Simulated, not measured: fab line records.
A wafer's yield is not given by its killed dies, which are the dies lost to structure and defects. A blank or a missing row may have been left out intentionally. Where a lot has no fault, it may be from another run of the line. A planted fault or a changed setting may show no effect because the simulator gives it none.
Which tool is to blame? || flow berkeley cmos170 || Sampling: 14 lots, 42 wafers, 7 of 331 route steps

== WHAT THE GAUGES READ, wafer by wafer ==
UCB170_PVT_TW_MEAS_09.
{"lot": "L215", "measured": "day 6 07:34", "on": "film metro-03", "PVT_TW": "515 516 515"}
{"lot": "L217", "measured": "day 6 15:56", "on": "film metro-02", "PVT_TW": "503 503 503"}
{"lot": "L216", "measured": "day 6 16:17", "on": "film metro-03", "PVT_TW": "512 516 514"}
{"lot": "L218", "measured": "day 7 06:46", "on": "film metro-03", "PVT_TW": "515 516 515"}
{"lot": "L219", "measured": "day 7 17:21", "on": "film metro-02", "PVT_TW": "504 506 505"}
{"lot": "L220", "measured": "day 7 17:33", "on": "film metro-03", "PVT_TW": "515 516 513"}
{"lot": "L221", "measured": "day 7 17:42", "on": "film metro-03", "PVT_TW": "516 513 515"}
{"lot": "L223", "measured": "day 8 06:02", "on": "film metro-03", "PVT_TW": "513 518 515"}
{"lot": "L222", "measured": "day 8 06:15", "on": "film metro-02", "PVT_TW": "506 506 506"}
{"lot": "L224", "measured": "day 8 16:49", "on": "film metro-04", "PVT_TW": "512 510 510"}
{"lot": "L225", "measured": "day 9 04:58", "on": "film metro-04", "PVT_TW": "508 508 503"}
{"lot": "L229", "measured": "day 9 19:47", "on": "film metro-02", "PVT_TW": "501 506 503"}
{"lot": "L231", "measured": "day 10 04:31", "on": "film metro-04", "PVT_TW": "509 506 508"}
{"lot": "L230", "measured": "day 10 05:48", "on": "film metro-02", "PVT_TW": "505 504 502"}

UCB170_NLDD_TW_MEAS_11.
{"lot": "L215", "measured": "day 7 04:40", "on": "film metro-01", "NLDD_TW": "2218 2203 2220"}
{"lot": "L217", "measured": "day 7 19:59", "on": "film metro-04", "NLDD_TW": "2213 2210 2207"}
{"lot": "L216", "measured": "day 7 19:33", "on": "film metro-02", "NLDD_TW": "2194 2189 2187"}
{"lot": "L218", "measured": "day 8 07:48", "on": "film metro-01", "NLDD_TW": "2229 2227 2225"}
{"lot": "L219", "measured": "day 8 15:53", "on": "film metro-04", "NLDD_TW": "2206 2222 2217"}
{"lot": "L220", "measured": "day 8 15:26", "on": "film metro-04", "NLDD_TW": "2211 2220 2206"}
{"lot": "L221", "measured": "day 8 16:30", "on": "film metro-02", "NLDD_TW": "2206 2194 2203"}
{"lot": "L223", "measured": "day 9 02:32", "on": "film metro-02", "NLDD_TW": "2175 2184 2186"}
{"lot": "L222", "measured": "day 9 02:56", "on": "film metro-04", "NLDD_TW": "2202 2202 2203"}
{"lot": "L224", "measured": "day 9 14:04", "on": "film metro-04", "NLDD_TW": "2209 2203 2206"}
{"lot": "L225", "measured": "day 9 23:02", "on": "film metro-02", "NLDD_TW": "2175 2183 2178"}
{"lot": "L229", "measured": "day 10 16:31", "on": "film metro-04", "NLDD_TW": "3127 3122 3130"}
{"lot": "L231", "measured": "day 11 08:31", "on": "film metro-04", "NLDD_TW": "3110 3135 3118"}
{"lot": "L230", "measured": "day 11 07:57", "on": "film metro-04", "NLDD_TW": "3124 3104 3107"}

UCB170_SDANNEAL_RS_MEAS_05: the measuring method here is four-point-probe.
{"lot": "L215", "measured": "day 7 17:20", "on": "film metro-04", "NLDD_RS (ohm/sq)": "614.0 617.4 616.8"}
{"lot": "L217", "measured": "day 8 09:03", "on": "film metro-02", "NLDD_RS (ohm/sq)": "619.8 618.9 618.2"}
{"lot": "L216", "measured": "day 8 09:04", "on": "film metro-01", "NLDD_RS (ohm/sq)": "613.8 613.6 614.0"}
{"lot": "L218", "measured": "day 8 22:16", "on": "film metro-04", "NLDD_RS (ohm/sq)": "614.5 615.1 614.9"}
{"lot": "L219", "measured": "day 9 03:39", "on": "film metro-04", "NLDD_RS (ohm/sq)": "615.7 612.9 615.3"}
{"lot": "L220", "measured": "day 9 02:49", "on": "film metro-01", "NLDD_RS (ohm/sq)": "615.4 616.5 616.6"}
{"lot": "L221", "measured": "day 9 03:16", "on": "film metro-02", "NLDD_RS (ohm/sq)": "618.1 619.4 619.1"}
{"lot": "L223", "measured": "day 9 13:59", "on": "film metro-01", "NLDD_RS (ohm/sq)": "619.8 617.0 617.5"}
{"lot": "L222", "measured": "day 9 13:43", "on": "film metro-04", "NLDD_RS (ohm/sq)": "616.5 618.1 617.5"}
{"lot": "L224", "measured": "day 10 03:56", "on": "film metro-04", "NLDD_RS (ohm/sq)": "615.4 614.4 616.2"}
{"lot": "L225", "measured": "day 10 11:52", "on": "film metro-04", "NLDD_RS (ohm/sq)": "618.6 618.8 617.4"}
{"lot": "L229", "measured": "day 11 01:47", "on": "film metro-04", "NLDD_RS (ohm/sq)": "172.7 173.1 173.0"}
{"lot": "L231", "measured": "day 11 23:22", "on": "film metro-02", "NLDD_RS (ohm/sq)": "173.3 173.1 173.3"}
{"lot": "L230", "measured": "day 11 23:52", "on": "film metro-04", "NLDD_RS (ohm/sq)": "172.6 172.7 172.8"}

UCB170_V1_BOW_MEAS_03.
{"lot": "L215", "measured": "day 8 04:37", "on": "film metro-01", "V1_BOW (um)": "30 19 14"}
{"lot": "L217", "measured": "day 8 19:57", "on": "film metro-03", "V1_BOW (um)": "18 30 13"}
{"lot": "L216", "measured": "day 8 18:38", "on": "film metro-02", "V1_BOW (um)": "18 19 18"}
{"lot": "L218", "measured": "day 9 07:22", "on": "film metro-01", "V1_BOW (um)": "13 29 13"}
{"lot": "L219", "measured": "day 9 14:20", "on": "film metro-02", "V1_BOW (um)": "23 18 11"}
{"lot": "L220", "measured": "day 9 11:41", "on": "film metro-03", "V1_BOW (um)": "20 25 22"}
{"lot": "L221", "measured": "day 9 13:01", "on": "film metro-03", "V1_BOW (um)": "28 15 19"}
{"lot": "L223", "measured": "day 9 23:44", "on": "film metro-01", "V1_BOW (um)": "11 19 19"}
{"lot": "L222", "measured": "day 9 22:26", "on": "film metro-03", "V1_BOW (um)": "14 23 14"}
{"lot": "L224", "measured": "day 10 14:01", "on": "film metro-03", "V1_BOW (um)": "20 25 28"}
{"lot": "L225", "measured": "day 10 22:53", "on": "film metro-01", "V1_BOW (um)": "10 15 17"}
{"lot": "L229", "measured": "day 11 12:21", "on": "film metro-02", "V1_BOW (um)": "17 17 21"}
{"lot": "L231", "measured": "day 12 11:44", "on": "film metro-02", "V1_BOW (um)": "25 17 23"}
{"lot": "L230", "measured": "day 12 10:22", "on": "film metro-03", "V1_BOW (um)": "22 20 26"}

== WHICH TOOL RAN EACH LOT (tool, then ch and the chambers of the sampled wafers, then the start) ==
{"lot": "L215", "UCB170_NLDD_IMPLANT_08": "implanter-01 ch 0, day 7 04:16", "UCB170_NLDD_STRIP_10": "plasma asher-02 ch 0,1, day 7 04:34", "UCB170_BACKSIDE_STRIP_03": "plasma asher-01 ch 0,1, day 7 16:32"}
{"lot": "L217", "UCB170_NLDD_IMPLANT_08": "implanter-01 ch 0, day 7 19:35", "UCB170_NLDD_STRIP_10": "plasma asher-01 ch 0,1, day 7 19:53", "UCB170_BACKSIDE_STRIP_03": "plasma asher-03 ch 0,1, day 8 08:13"}
{"lot": "L216", "UCB170_NLDD_IMPLANT_08": "implanter-03 ch 0, day 7 19:10", "UCB170_NLDD_STRIP_10": "plasma asher-02 ch 0,1, day 7 19:26", "UCB170_BACKSIDE_STRIP_03": "plasma asher-03 ch 0,1, day 8 08:01"}
{"lot": "L218", "UCB170_NLDD_IMPLANT_08": "implanter-03 ch 0, day 8 07:24", "UCB170_NLDD_STRIP_10": "plasma asher-02 ch 0,1, day 8 07:42", "UCB170_BACKSIDE_STRIP_03": "plasma asher-01 ch 0,1, day 8 21:31"}
{"lot": "L219", "UCB170_NLDD_IMPLANT_08": "implanter-03 ch 0, day 8 15:29", "UCB170_NLDD_STRIP_10": "plasma asher-01 ch 0,1, day 8 15:47", "UCB170_BACKSIDE_STRIP_03": "plasma asher-03 ch 0,1, day 9 02:53"}
{"lot": "L220", "UCB170_NLDD_IMPLANT_08": "implanter-04 ch 0, day 8 15:02", "UCB170_NLDD_STRIP_10": "plasma asher-02 ch 0,1, day 8 15:20", "UCB170_BACKSIDE_STRIP_03": "plasma asher-01 ch 0,1, day 9 02:04"}
{"lot": "L221", "UCB170_NLDD_IMPLANT_08": "implanter-01 ch 0, day 8 16:06", "UCB170_NLDD_STRIP_10": "plasma asher-02 ch 0,1, day 8 16:24", "UCB170_BACKSIDE_STRIP_03": "plasma asher-03 ch 0,1, day 9 02:31"}
{"lot": "L223", "UCB170_NLDD_IMPLANT_08": "implanter-03 ch 0, day 9 02:08", "UCB170_NLDD_STRIP_10": "plasma asher-02 ch 0,1, day 9 02:26", "UCB170_BACKSIDE_STRIP_03": "plasma asher-03 ch 0,1, day 9 13:13"}
{"lot": "L222", "UCB170_NLDD_IMPLANT_08": "implanter-01 ch 0, day 9 02:33", "UCB170_NLDD_STRIP_10": "plasma asher-01 ch 1, day 9 02:49", "UCB170_BACKSIDE_STRIP_03": "plasma asher-01 ch 0,1, day 9 12:56"}
{"lot": "L224", "UCB170_NLDD_IMPLANT_08": "implanter-01 ch 0, day 9 13:41", "UCB170_NLDD_STRIP_10": "plasma asher-01 ch 0,1, day 9 13:57", "UCB170_BACKSIDE_STRIP_03": "plasma asher-03 ch 1, day 10 03:10"}
{"lot": "L225", "UCB170_NLDD_IMPLANT_08": "implanter-03 ch 0, day 9 22:38", "UCB170_NLDD_STRIP_10": "plasma asher-01 ch 0,1, day 9 22:56", "UCB170_BACKSIDE_STRIP_03": "plasma asher-03 ch 0,1, day 10 10:52"}
{"lot": "L229", "UCB170_NLDD_IMPLANT_08": "implanter-01 ch 0, day 10 16:07", "UCB170_NLDD_STRIP_10": "plasma asher-01 ch 0,1, day 10 16:25", "UCB170_BACKSIDE_STRIP_03": "plasma asher-01 ch 0,1, day 11 01:01"}
{"lot": "L231", "UCB170_NLDD_IMPLANT_08": "implanter-01 ch 0, day 11 08:10", "UCB170_NLDD_STRIP_10": "plasma asher-03 ch 0,1, day 11 08:26", "UCB170_BACKSIDE_STRIP_03": "plasma asher-01 ch 0,1, day 11 22:34"}
{"lot": "L230", "UCB170_NLDD_IMPLANT_08": "implanter-01 ch 0, day 11 07:34", "UCB170_NLDD_STRIP_10": "plasma asher-01 ch 0,1, day 11 07:50", "UCB170_BACKSIDE_STRIP_03": "plasma asher-01 ch 0,1, day 11 23:05"}
- UCB170_NLDD_IMPLANT_08
- UCB170_NLDD_STRIP_10: strips in O2.
- UCB170_BACKSIDE_STRIP_03: strips in O2.

== AS READ BY THE TOOLS THEMSELVES (means over the sampled wafers that have a number; for cases with no such wafer, the mark the record gives instead) ==
UCB170_NLDD_IMPLANT_08.
{"lot": "L215", "tool": "implanter-01", "beam on s (s)": 10.02, "dose ions cm2": 5e+13, "end station pressure torr (Torr)": 4.88e-06, "faraday current uA": 158}
{"lot": "L217", "tool": "implanter-01", "beam on s (s)": 9.78, "dose ions cm2": 5e+13, "end station pressure torr (Torr)": 5.39e-06, "faraday current uA": 162}
{"lot": "L216", "tool": "implanter-03", "beam on s (s)": 10.06, "dose ions cm2": 5e+13, "end station pressure torr (Torr)": 5.36e-06, "faraday current uA": 157}
{"lot": "L218", "tool": "implanter-03", "beam on s (s)": 10.05, "dose ions cm2": 5e+13, "end station pressure torr (Torr)": 5.16e-06, "faraday current uA": 158}
{"lot": "L219", "tool": "implanter-03", "beam on s (s)": 10.05, "dose ions cm2": 5e+13, "end station pressure torr (Torr)": 5.26e-06, "faraday current uA": 158}
{"lot": "L220", "tool": "implanter-04", "beam on s (s)": 9.99, "dose ions cm2": 5e+13, "end station pressure torr (Torr)": 4.77e-06, "faraday current uA": 159}
{"lot": "L221", "tool": "implanter-01", "beam on s (s)": 10.06, "dose ions cm2": 5e+13, "end station pressure torr (Torr)": 5.00e-06, "faraday current uA": 158}
{"lot": "L223", "tool": "implanter-03", "beam on s (s)": 9.87, "dose ions cm2": 5e+13, "end station pressure torr (Torr)": 5.11e-06, "faraday current uA": 160}
{"lot": "L222", "tool": "implanter-01", "beam on s (s)": 9.84, "dose ions cm2": 5e+13, "end station pressure torr (Torr)": 5.18e-06, "faraday current uA": 161}
{"lot": "L224", "tool": "implanter-01", "beam on s (s)": 10.02, "dose ions cm2": 5e+13, "end station pressure torr (Torr)": 5.03e-06, "faraday current uA": 159}
{"lot": "L225", "tool": "implanter-03", "beam on s (s)": 9.65, "dose ions cm2": 5e+13, "end station pressure torr (Torr)": 5.03e-06, "faraday current uA": 164}
{"lot": "L229", "tool": "implanter-01", "beam on s (s)": 13.31, "dose ions cm2": 5e+14, "end station pressure torr (Torr)": 5.93e-06, "faraday current uA": 1191}
{"lot": "L231", "tool": "implanter-01", "beam on s (s)": 13.18, "dose ions cm2": 5e+14, "end station pressure torr (Torr)": 5.89e-06, "faraday current uA": 1204}
{"lot": "L230", "tool": "implanter-01", "beam on s (s)": 13.11, "dose ions cm2": 5e+14, "end station pressure torr (Torr)": 5.74e-06, "faraday current uA": 1208}

UCB170_NLDD_STRIP_10.
{"lot": "L215", "tool": "plasma asher-02", "drypump motor current A (A)": 5.3, "o2 flow sccm (sccm)": 401.4, "oes product au (a.u.)": 0.732, "strip time to endpoint s (s)": 21.68}
{"lot": "L217", "tool": "plasma asher-01", "drypump motor current A (A)": 5.3, "o2 flow sccm (sccm)": 400.2, "oes product au (a.u.)": 0.737, "strip time to endpoint s (s)": 21.66}
{"lot": "L216", "tool": "plasma asher-02", "drypump motor current A (A)": 5.3, "o2 flow sccm (sccm)": 400.1, "oes product au (a.u.)": 0.733, "strip time to endpoint s (s)": 21.64}
{"lot": "L218", "tool": "plasma asher-02", "drypump motor current A (A)": 5.3, "o2 flow sccm (sccm)": 399.1, "oes product au (a.u.)": 0.737, "strip time to endpoint s (s)": 21.64}
{"lot": "L219", "tool": "plasma asher-01", "drypump motor current A (A)": 5.5, "o2 flow sccm (sccm)": 400.9, "oes product au (a.u.)": 0.733, "strip time to endpoint s (s)": 21.60}
{"lot": "L220", "tool": "plasma asher-02", "drypump motor current A (A)": 5.3, "o2 flow sccm (sccm)": 400.2, "oes product au (a.u.)": 0.737, "strip time to endpoint s (s)": 21.60}
{"lot": "L221", "tool": "plasma asher-02", "drypump motor current A (A)": 5.2, "o2 flow sccm (sccm)": 399.8, "oes product au (a.u.)": 0.736, "strip time to endpoint s (s)": 21.57}
{"lot": "L223", "tool": "plasma asher-02", "drypump motor current A (A)": 5.3, "o2 flow sccm (sccm)": 401.2, "oes product au (a.u.)": 0.731, "strip time to endpoint s (s)": 21.63}
{"lot": "L222", "tool": "plasma asher-01", "drypump motor current A (A)": 5.7, "o2 flow sccm (sccm)": 401.0, "oes product au (a.u.)": 0.733, "strip time to endpoint s (s)": 21.58}
{"lot": "L224", "tool": "plasma asher-01", "drypump motor current A (A)": 5.5, "o2 flow sccm (sccm)": 399.4, "oes product au (a.u.)": 0.740, "strip time to endpoint s (s)": 21.52}
{"lot": "L225", "tool": "plasma asher-01", "drypump motor current A (A)": 5.3, "o2 flow sccm (sccm)": 400.3, "oes product au (a.u.)": 0.733, "strip time to endpoint s (s)": 21.51}
{"lot": "L229", "tool": "plasma asher-01", "drypump motor current A (A)": 5.3, "o2 flow sccm (sccm)": 400.0, "oes product au (a.u.)": 0.685, "strip time to endpoint s (s)": 23.89}
{"lot": "L231", "tool": "plasma asher-03", "drypump motor current A (A)": 5.7, "o2 flow sccm (sccm)": 400.1, "oes product au (a.u.)": 0.687, "strip time to endpoint s (s)": 23.85}
{"lot": "L230", "tool": "plasma asher-01", "drypump motor current A (A)": 5.3, "o2 flow sccm (sccm)": 399.7, "oes product au (a.u.)": 0.685, "strip time to endpoint s (s)": 23.78}

UCB170_BACKSIDE_STRIP_03.
{"lot": "L215", "tool": "plasma asher-01", "drypump motor current A (A)": 5.5, "o2 flow sccm (sccm)": 399.5, "oes product au (a.u.)": 0.741, "strip time to endpoint s (s)": 22.04}
{"lot": "L217", "tool": "plasma asher-03", "drypump motor current A (A)": 6.1, "o2 flow sccm (sccm)": 400.4, "oes product au (a.u.)": 0.731, "strip time to endpoint s (s)": 21.98}
{"lot": "L216", "tool": "plasma asher-03", "drypump motor current A (A)": 5.7, "o2 flow sccm (sccm)": 400.0, "oes product au (a.u.)": 0.738, "strip time to endpoint s (s)": 22.05}
{"lot": "L218", "tool": "plasma asher-01", "drypump motor current A (A)": 5.5, "o2 flow sccm (sccm)": 400.7, "oes product au (a.u.)": 0.738, "strip time to endpoint s (s)": 21.99}
{"lot": "L219", "tool": "plasma asher-03", "drypump motor current A (A)": 5.7, "o2 flow sccm (sccm)": 399.1, "oes product au (a.u.)": 0.734, "strip time to endpoint s (s)": 22.03}
{"lot": "L220", "tool": "plasma asher-01", "drypump motor current A (A)": 5.5, "o2 flow sccm (sccm)": 399.7, "oes product au (a.u.)": 0.734, "strip time to endpoint s (s)": 22.01}
{"lot": "L221", "tool": "plasma asher-03", "drypump motor current A (A)": 6.1, "o2 flow sccm (sccm)": 400.1, "oes product au (a.u.)": 0.733, "strip time to endpoint s (s)": 22.09}
{"lot": "L223", "tool": "plasma asher-03", "drypump motor current A (A)": 5.7, "o2 flow sccm (sccm)": 400.0, "oes product au (a.u.)": 0.733, "strip time to endpoint s (s)": 22.04}
{"lot": "L222", "tool": "plasma asher-01", "drypump motor current A (A)": 5.5, "o2 flow sccm (sccm)": 398.7, "oes product au (a.u.)": 0.734, "strip time to endpoint s (s)": 21.95}
{"lot": "L224", "tool": "plasma asher-03", "drypump motor current A (A)": 5.3, "o2 flow sccm (sccm)": 398.6, "oes product au (a.u.)": 0.738, "strip time to endpoint s (s)": 22.07}
{"lot": "L225", "tool": "plasma asher-03", "drypump motor current A (A)": 5.7, "o2 flow sccm (sccm)": 400.1, "oes product au (a.u.)": 0.736, "strip time to endpoint s (s)": 21.96}
{"lot": "L229", "tool": "plasma asher-01", "drypump motor current A (A)": 5.5, "o2 flow sccm (sccm)": 400.9, "oes product au (a.u.)": 0.732, "strip time to endpoint s (s)": 21.89}
{"lot": "L231", "tool": "plasma asher-01", "drypump motor current A (A)": 5.3, "o2 flow sccm (sccm)": 399.7, "oes product au (a.u.)": 0.735, "strip time to endpoint s (s)": 22.03}
{"lot": "L230", "tool": "plasma asher-01", "drypump motor current A (A)": 5.3, "o2 flow sccm (sccm)": 400.1, "oes product au (a.u.)": 0.730, "strip time to endpoint s (s)": 22.03}

== THE ANSWER, worked out from the rows above alone ==
Rule: what is usual is taken from the lots themselves. The widest of any qualifying gaps counts: lots, ordered by their means at a reading, are off when they make up no more than a third of the lots, leave a main group of 4 or more, and stand apart from it by 3 or more times the standard deviation of that group's means. A main group is skipped when, at the precision printed for the reading in the tables above, its means are all equal. A lot without any number at a reading at which 4 lots or more have one is off too. The other lots that the step has rows for count as sound. The gauges are gone through in route order, then the tools' own readings, and for those a lot's mean is taken as printed above. At the first step where some lot is off, the reading lying furthest off is the one used; lots without a number count as furthest.
Off: at UCB170_NLDD_TW_MEAS_11 (NLDD_TW), L229, L231, L230. The main group: mean 2203, standard deviation 14.
A tool fits if, at a process step before that reading, it ran every lot that is off, and no sound lot after the first of them. Not tried: the gauges at UCB170_NLDD_TW_MEAS_11; whatever is off there is also off at UCB170_NLDD_IMPLANT_08, on other tools, and gauge error can't account for it. One candidate fits, namely implanter-01 at UCB170_NLDD_IMPLANT_08. A fault onset in the window from L224 (day 9 13:41, its last sound lot) to L229 (day 10 16:07, its first lot off) fits.
The tool's own readings at UCB170_NLDD_IMPLANT_08 bear it out: on the lots that are off they differ by more than 5 times the standard deviation of the sound lots' means. beam on s reads 13.20 s there against 9.94 s on the sound lots; dose ions cm2 reads 5e+14 there against 5e+13 on the sound lots; faraday current uA reads 1201 there against 159 on the sound lots.

== WHAT THE SIMULATOR PUT IN ==
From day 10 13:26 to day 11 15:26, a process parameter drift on implanter-01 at UCB170_NLDD_IMPLANT_08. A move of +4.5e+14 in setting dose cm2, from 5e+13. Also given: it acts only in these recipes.
Shown lots that were struck: L229, L231, L230. Same finding as the rule above.
